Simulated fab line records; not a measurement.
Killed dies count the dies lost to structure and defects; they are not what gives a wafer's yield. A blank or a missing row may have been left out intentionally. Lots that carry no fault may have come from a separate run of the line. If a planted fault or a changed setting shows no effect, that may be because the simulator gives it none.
A single fault, viewed from 2 desks ; flow rit_cmos ; every desk sees just its own numbers, and what lay behind them comes last

== THE METROLOGY DESK ==
Lot by lot, what the gauges showed, no matter which tool ran the lot: averages of those sampled wafers that carry a number. Marked OUT: a lot whose mean sits more than 4 standard deviations from the usual mean, which makes it out of limits; the brackets give that distance.
Columns: A = NLDD_TW at RIT_NLDD_TW_MEAS_10, usual 2482; B = NLDD_RS at RIT_SDANNEAL_RS_MEAS_07, usual 151.6 ohm/sq
lot;first seen here;A;B
L540;day 3 04:40;2516;152.3
L541;day 3 05:08;2523;151.5
L544;day 4 02:13;2466;151.7
L549;day 4 16:11;2712 (+10) OUT;113.6 (-76) OUT
L551;day 5 02:55;2709 (+10) OUT;113.6 (-76) OUT
L553;day 5 15:29;2478;151.5
L554;day 5 18:08;2453;151.2
L556;day 6 05:17;2507;151.7
L557;day 6 14:31;2466;151.6
L558;day 6 21:36;2462;151.8
L560;day 7 08:19;2493;150.4
L562;day 7 23:04;2476;151.6
L563;day 8 02:02;2468;152.2
Finding of this desk: L549, L551 out of limits, first seen on L549 at day 4 16:11 (NLDD_TW at RIT_NLDD_TW_MEAS_10). L540, L541, L544, L553, L554, L556, L557, L558, L560, L562, L563 stayed within limits.

== AT THE TOOL OWNER'S DESK: implanter-04 ==
RIT_NLDD_IMPLANT_08, tool's own readings: per-lot mean of the sampled wafers with a number, covering each lot this tool ran. Marked OUT: a lot whose mean sits more than 4 standard deviations from the usual mean, which makes it out of limits; the brackets give that distance.
Columns: A = beam_on_s at RIT_NLDD_IMPLANT_08, usual 9.98 s; B = end_station_pressure_torr at RIT_NLDD_IMPLANT_08, usual 6.25e-06 Torr; C = faraday_current_uA at RIT_NLDD_IMPLANT_08, usual 1576
lot;first seen here;A;B;C
L549;day 4 15:52;13.75 (+19) OUT;6.17e-06;1144 (-13) OUT
L551;day 5 02:37;14.35 (+22) OUT;6.36e-06;1098 (-15) OUT
Finding of this desk: L549, L551 out of limits; the first was L549 at day 4 15:52, on beam_on_s at RIT_NLDD_IMPLANT_08. In limits: none.

== ALL TOGETHER ==
The tool owner's desk had the chance to raise an alarm at day 4 15:52 on L549, L551.
An alarm was possible from the metrology desk at day 4 16:11, on L549, L551.
All the named lots went through RIT_NLDD_IMPLANT_08 on implanter-04.

== WHAT HAD BEEN PUT IN BY THE SIMULATOR ==
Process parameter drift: implanter-04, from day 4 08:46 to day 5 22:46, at RIT_NLDD_IMPLANT_08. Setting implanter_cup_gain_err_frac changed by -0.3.
Lots struck among those shown: L549, L551.
Hours from the fault's start to each desk's first reading out of limits: the tool owner's desk, 7; the metrology desk, 7.
